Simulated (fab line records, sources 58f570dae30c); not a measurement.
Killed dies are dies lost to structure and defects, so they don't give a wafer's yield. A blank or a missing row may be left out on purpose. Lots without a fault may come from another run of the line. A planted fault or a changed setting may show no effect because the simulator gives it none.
Split-lot experiment | flow berkeley_cmos170 | 5 lots, 23 wafers read, on a route of 331 steps

THE SPLIT
At UCB170_PFIELD_COAT_01 (resist thk 900 nm), the setting spin_rpm was moved away from the recipe's 1500 rpm on 7 of the 23 wafers read, by -6.9% to +6.9%. The other wafers ran this setting at the recipe's value.

The reading is taken at the split's own step.

THE READING
KrF_of_PFIELD_COAT_01.thk_nm (the simulator's own value, which no gauge read), in nm, at UCB170_PFIELD_COAT_01 (resist thk 900 nm). The file gives no usual value for it. The 16 wafers here that ran the recipe average 900.7 nm, standard deviation 2.6 nm.

wafer  | tool, chamber at the split | spin_rpm as run, rpm | against the recipe | KrF_of_PFIELD_COAT_01.thk_nm, nm | against lot-mates on the recipe
L075.1 | litho_track-04, 0          | 1500                 | recipe             | 899.6                            | -
L075.2 | litho_track-04, 0          | 1500                 | recipe             | 899.8                            | -
L075.4 | litho_track-04, 0          | 1500                 | recipe             | 899.5                            | -
L076.1 | litho_track-01, 0          | 1603                 | +6.9%              | 876.6                            | -28.5
L076.2 | litho_track-01, 0          | 1500                 | recipe             | 904.3                            | -
L076.3 | litho_track-01, 0          | 1500                 | recipe             | 905.3                            | -
L076.4 | litho_track-01, 0          | 1500                 | recipe             | 905.6                            | -
L076.5 | litho_track-01, 0          | 1603                 | +6.9%              | 877.4                            | -27.7
L074.1 | litho_track-03, 0          | 1500                 | recipe             | 896.4                            | -
L074.2 | litho_track-03, 0          | 1429                 | -4.7%              | 921.2                            | +24.2
L074.3 | litho_track-03, 0          | 1500                 | recipe             | 897.6                            | -
L074.4 | litho_track-03, 0          | 1429                 | -4.7%              | 919.6                            | +22.6
L074.6 | litho_track-03, 0          | 1429                 | -4.7%              | 921.6                            | +24.6
L077.1 | litho_track-04, 0          | 1397                 | -6.9%              | 935                              | +34.5
L077.3 | litho_track-04, 0          | 1500                 | recipe             | 899.6                            | -
L077.4 | litho_track-04, 0          | 1500                 | recipe             | 900                              | -
L077.5 | litho_track-04, 0          | 1500                 | recipe             | 902                              | -
L077.6 | litho_track-04, 0          | 1397                 | -6.9%              | 932.3                            | +31.8
L079.1 | litho_track-04, 0          | 1500                 | recipe             | 900.7                            | -
L079.2 | litho_track-04, 0          | 1500                 | recipe             | 901.2                            | -
L079.4 | litho_track-04, 0          | 1500                 | recipe             | 897.9                            | -
L079.5 | litho_track-04, 0          | 1500                 | recipe             | 899.6                            | -
L079.6 | litho_track-04, 0          | 1500                 | recipe             | 902.2                            | -

THE FIT
A straight line over all 23 wafers: KrF_of_PFIELD_COAT_01.thk_nm changes by -4.11 nm for each +1% of spin_rpm; r = -0.98; the points scatter about the line by 2.9 nm.
The same after taking each lot's own level away (the mean of its wafers on the recipe; 23 wafers): -4.57 nm for each +1%; r = -0.99; scatter 1.6 nm.
On that fit, the largest move of spin_rpm shifts the reading by 31 nm.
The lots' own levels span 897.00 to 905.07 nm, that is 3.2 times the standard deviation above.
So the lot-to-lot level changes the slope: the two fits differ.
Check: with one of the wafers moved furthest among these (+6.9%) left out of the fit, the line predicts -31.4 nm for it against its lot-mates. It came out at -28.5 nm against them.

OTHER SPLITS ON THESE WAFERS
These wafers also went through other splits before the reading. Each is held against what the fit with the lots' levels taken away leaves over:
other split on the same wafers      | wafers away from the commonest value | r with KrF_of_PFIELD_COAT_01.thk_nm (lot level and that fit taken away)
UCB170_NWELL_OXIDATION_01 ox_time_s | 10                                   | -0.16
UCB170_NWELL_IMPLANT_14 dose_cm2    | 8                                    | -0.05
UCB170_PWELL_CVD_05 time_s          | 10                                   | -0.13
UCB170_PWELL_ETCH_14 rf_w           | 9                                    | +0.41
UCB170_ACTIVE_EXPOSE_10 dose_mj     | 7                                    | -0.15

THE WHOLE CHAIN: every reading that the file lists as answering this split, in the file's order
step                   | what it does      | reading                                                                       | change (the file's fit)              | r (the file's)
UCB170_PFIELD_COAT_01  | resist thk 900 nm | KrF_of_PFIELD_COAT_01.thk_nm (the simulator's own value, which no gauge read) | -4.56 nm for each +1% of the setting | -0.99
UCB170_PFIELD_STRIP_08 | strips in O2      | strip_time_to_endpoint_s                                                      | withheld for each +1% of the setting | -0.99

THE FILE'S OWN FIT
KrF_of_PFIELD_COAT_01.thk_nm changes by -4.56 nm for each +1% of spin_rpm, r = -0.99.
